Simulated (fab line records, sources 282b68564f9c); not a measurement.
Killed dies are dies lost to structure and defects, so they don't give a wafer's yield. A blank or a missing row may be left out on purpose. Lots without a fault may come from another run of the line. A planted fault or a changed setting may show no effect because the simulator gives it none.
Problem report in the 8D (eight disciplines) form, filled by code | flow rit_cmos | the parts of the form that need people (team, actions taken, sign-off) are left out

1. THE PROBLEM
PSD_RS at RIT_SDANNEAL_RS_MEAS_04 reads a mean of 97.68 ohm/sq on 6 wafers of 2 lots; wafers without a fault read 115.92 ohm/sq with a standard deviation of 0.26. That is -70 standard deviations from the usual mean.
The step: measures by four-point-probe.
First seen on wafer L259.2, day 7 19:38, on film_metro-03. The record holds 42 wafers of 14 lots with a number at this step. Rule for "out", or "out of limits": more than 4 standard deviations from the usual mean. The other wafers with a number count as sound.

2. WHAT IT IS AND WHAT IT IS NOT
question                    | is                           | is not
which readings at this step | PSD_RS                       | -
which lots                  | L259, L261                   | L238, L239, L241, L242, L243, L245, L246, L247, L248, L249, L251, L258
which wafers of those lots  | all that have a number       | -
read on which gauges        | film_metro-02, film_metro-03 | film_metro-01
when                        | from day 7 19:38             | up to then (36 sound wafers)

3. SUSPECTS, AND WHAT RULES EACH OUT
Counting: a tool at a process step up to the reading stays a suspect if it ran every lot that is out and no sound lot after the first of them.
- the gauge at RIT_SDANNEAL_RS_MEAS_04: ruled out. The wafers that are out were read on 2 gauges (film_metro-02, film_metro-03).
- rtp_anneal-01 at RIT_SDANNEAL_RTA_03 (time 5 s): kept. It ran every lot that is out, first L259 (day 7 19:34), and no sound lot after that; its last sound lot up to then is L251 (day 5 21:09).
Left after counting: rtp_anneal-01 at RIT_SDANNEAL_RTA_03.

4. THE CAUSE (what the simulator had put in)
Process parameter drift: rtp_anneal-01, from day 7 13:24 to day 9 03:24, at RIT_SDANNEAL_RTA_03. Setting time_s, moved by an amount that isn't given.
Counting left only this tool.

5. THE CHAIN OF EFFECTS, in route order
Each row: a reading whose mean over the struck wafers that have a number lies more than 3 standard deviations from the usual. Only readings for which the record gives a usual standard deviation are gone through. hours: the time from each lot's start at the first step in this table that gives one to its start at this step, as a median over the lots. sigmas: the change in usual standard deviations.
hours | step                    | reading | usual         | on struck wafers | change | sigmas
0     | RIT_SDANNEAL_RS_MEAS_04 | PSD_RS  | 115.92 ohm/sq | 97.68            | -18.24 | -70
0     | RIT_SDANNEAL_RS_MEAS_05 | NSD_RS  | 84.47 ohm/sq  | 81.22            | -3.25  | -12
0     | RIT_SDANNEAL_RS_MEAS_06 | PLDD_RS | 176.9 ohm/sq  | 160.3            | -16.6  | -33
0     | RIT_SDANNEAL_RS_MEAS_07 | NLDD_RS | 151.5 ohm/sq  | 148.7            | -2.8   | -5.6
Later measuring or inspecting steps at which every struck wafer that the step has a row for has a number for every such reading, and none has moved that far: RIT_CONTACT_CD_MEAS_08.

6. WHAT WOULD HAVE CAUGHT IT SOONER
In this record the first reading out of limits at a measuring or inspecting step was taken at day 7 19:38, 6 hours after the fault began at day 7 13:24.
Of the tool readings at RIT_SDANNEAL_RTA_03 for which the record gives a usual standard deviation, none was out on any struck wafer, so an alarm limit of 4 standard deviations on them would not have fired.
Of the lots that are out (2), L261 began RIT_SDANNEAL_RTA_03 on rtp_anneal-01 after day 7 19:38. A hold on the tool at that time would have spared it.
